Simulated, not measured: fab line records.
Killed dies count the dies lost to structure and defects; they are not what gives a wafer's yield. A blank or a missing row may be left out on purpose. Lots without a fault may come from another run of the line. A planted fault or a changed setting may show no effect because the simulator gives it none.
Struck lot and sound lot, side by side    flow berkeley-cmos170    14 steps out of a route of 331
Sound: the wafers L934.1, L934.2, L934.5. Wafers L944.1, L944.2, L944.5 were the ones struck. Last of all comes the cause.
At each step with rows: each side's tool, then ch and its chambers, then its first start. Under that, the readings that differ: sound wafers    struck wafers    difference of the means    sigmas: that difference in standard deviations of wafers without a fault.
alike: a reading whose means differ by less than 2 such deviations, as well as words and numbers matching on both sides. not compared: withheld readings; readings where some wafer has no value; bounds like >300 that might hide an equal value; numbers whose values overlap and for which the record gives no deviation.
Wherever a step has rows on one side only, a row that says differs or no value, or a row with sigmas, the two part there. When numbers do not overlap yet have no deviation, they are printed without sigmas and do not part them. A reading missing from all wafers of one side parts the sides only when that side holds two or more wafers.

first, 5 steps without rows for these wafers: UCB170_WELLDRIVE_ANNEAL_03 (time 900 s); UCB170_WELLDRIVE_WET_ETCH_04 (etches SiO2 in BOE, time 120 s); UCB170_ACTIVE_CLEAN_00 (cleans in SPM, time 600 s); UCB170_ACTIVE_CLEAN_01 (cleans in dHF, time 60 s); UCB170_ACTIVE_OXIDATION_02 (target thk 26.4 nm, ox time 1260 s).
UCB170_ACTIVE_THK_MEAS_03:
  sound on film-metro-03, day 4 14:44; struck on film-metro-03, day 6 17:17
  alike: ACTIVE_OXIDE_THK
then, 2 steps without rows for these wafers: UCB170_ACTIVE_ANNEAL_04 (time 900 s); UCB170_ACTIVE_CVD_05 (deposits Si3N4 from SiH2Cl2/NH3, target thk 220 nm, time 3300 s).
UCB170_ACTIVE_THK_MEAS_06:
  sound on film-metro-02, day 4 21:47; struck on film-metro-04, day 7 00:02
  alike: ACTIVE_NITRIDE_THK
then, 3 steps without rows for these wafers: UCB170_ACTIVE_HMDS_07 (prime time 60 s); UCB170_ACTIVE_COAT_08 (resist thk 900 nm); UCB170_ACTIVE_SOFTBAKE_09 (time 60 s).
UCB170_ACTIVE_EXPOSE_10: exposes mask ACTIVE, target cd 1200 nm.
  sound on krf-scanner-02 ch 0, day 4 22:35; struck on krf-scanner-01, day 7 00:47
  no value came back on the struck wafers for exposure-dose-mJ-cm2, focus-offset-nm (nm), reticle-temp-C (C); on the sound wafers exposure-dose-mJ-cm2 reads 19.979 19.959 19.969
  alike: mask
following that, these wafers have no rows for 1 step: UCB170_ACTIVE_PEB_11.

== WHERE THEY PART ==
At UCB170_ACTIVE_EXPOSE_10 and nowhere else, as far as this record goes.

WHY: what had been put in by the simulator
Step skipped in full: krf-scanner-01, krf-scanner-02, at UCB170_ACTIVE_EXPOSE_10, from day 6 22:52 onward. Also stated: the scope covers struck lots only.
